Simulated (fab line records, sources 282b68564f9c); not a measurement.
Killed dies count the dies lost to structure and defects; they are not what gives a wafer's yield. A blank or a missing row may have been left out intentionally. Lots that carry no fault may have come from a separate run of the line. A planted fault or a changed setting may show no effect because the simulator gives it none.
One fault through the eyes of 2 desks / flow rit-cmos / each desk has only its own numbers; what lay behind them comes last

== TOOL OWNER'S DESK, rie-diel-03 ==
The tool's own readings at RIT_ACTIVE_ETCH_13 (etches Si3N4 in SF6, stops on SiO2, time 210 s, target depth 210 nm): means of the sampled wafers that have a number, for each lot that ran on this tool. Marked OUT: a lot whose mean sits more than 4 standard deviations from the usual mean, which makes it out of limits; the brackets give that distance.
Columns: A = drypump-motor-current-A at RIT_ACTIVE_ETCH_13, usual 5.4 A; B = oes-product-au at RIT_ACTIVE_ETCH_13, usual 0.820 a.u.; C = throttle-valve-pct at RIT_ACTIVE_ETCH_13, usual 7.46 %
lot=L862; first seen here=day 1 19:53; A=5.2; B=0.829; C=7.40
lot=L865; first seen here=day 2 08:10; A=5.3; B=0.825; C=7.45
lot=L874; first seen here=day 4 02:50; A=5.3; B=0.797; C=7.43
lot=L876; first seen here=day 4 12:50; A=5.3; B=0.799; C=7.45
This desk's verdict: no lot among the 4 shows anything out of limits.

== THE METROLOGY DESK ==
Means of the sampled wafers that have a number, per lot and without regard to the tool the lot ran on: this is what the gauges read. Marked OUT: a lot whose mean sits more than 4 standard deviations from the usual mean, which makes it out of limits; the brackets give that distance.
Columns: A = PWELL_OVL at RIT_PWELL_OVL_MEAS_06, usual -1.3 nm; B = GATE_POLY_THK at RIT_GATE_THK_MEAS_09, usual 250.0 nm; C = cd-nm at RIT_GATE_CD_MEAS_90, usual 150.9 nm
lot=L862; first seen here=day 2 07:04; A=-0.6; B=248.6; C=151.0
lot=L863; first seen here=day 2 07:20; A=-2.6; B=250.9; C=148.9
lot=L864; first seen here=day 2 15:18; A=-0.2; B=250.4; C=150.3
lot=L865; first seen here=day 2 16:49; A=-1.1; B=246.2; C=151.9
lot=L869; first seen here=day 3 14:21; A=-2.7; B=251.6; C=149.9
lot=L870; first seen here=day 3 21:59; A=-0.2; B=249.2; C=151.6
lot=L872; first seen here=day 4 01:46; A=-0.9; B=249.1; C=146.9
lot=L874; first seen here=day 4 11:52; A=-2.1; B=253.6; C=148.8
lot=L875; first seen here=day 4 16:37; A=-1.3; B=249.8; C=152.9
lot=L876; first seen here=day 4 23:00; A=-0.6; B=249.5; C=151.2
lot=L877; first seen here=day 5 07:41; A=0.0; B=249.0; C=147.4
lot=L880; first seen here=day 5 21:00; A=-3.2; B=246.6; C=150.1
lot=L882; first seen here=day 6 03:42; A=-0.7; B=252.9; C=154.7
lot=L884; first seen here=day 6 15:30; A=-1.9; B=249.0; C=148.4
This desk's verdict: no lot among the 14 shows anything out of limits.

== TAKEN TOGETHER ==
Nothing out of limits was seen by the tool owner's desk.
From the metrology desk's view, nothing was out of limits.

== WHAT HAD BEEN PUT IN BY THE SIMULATOR ==
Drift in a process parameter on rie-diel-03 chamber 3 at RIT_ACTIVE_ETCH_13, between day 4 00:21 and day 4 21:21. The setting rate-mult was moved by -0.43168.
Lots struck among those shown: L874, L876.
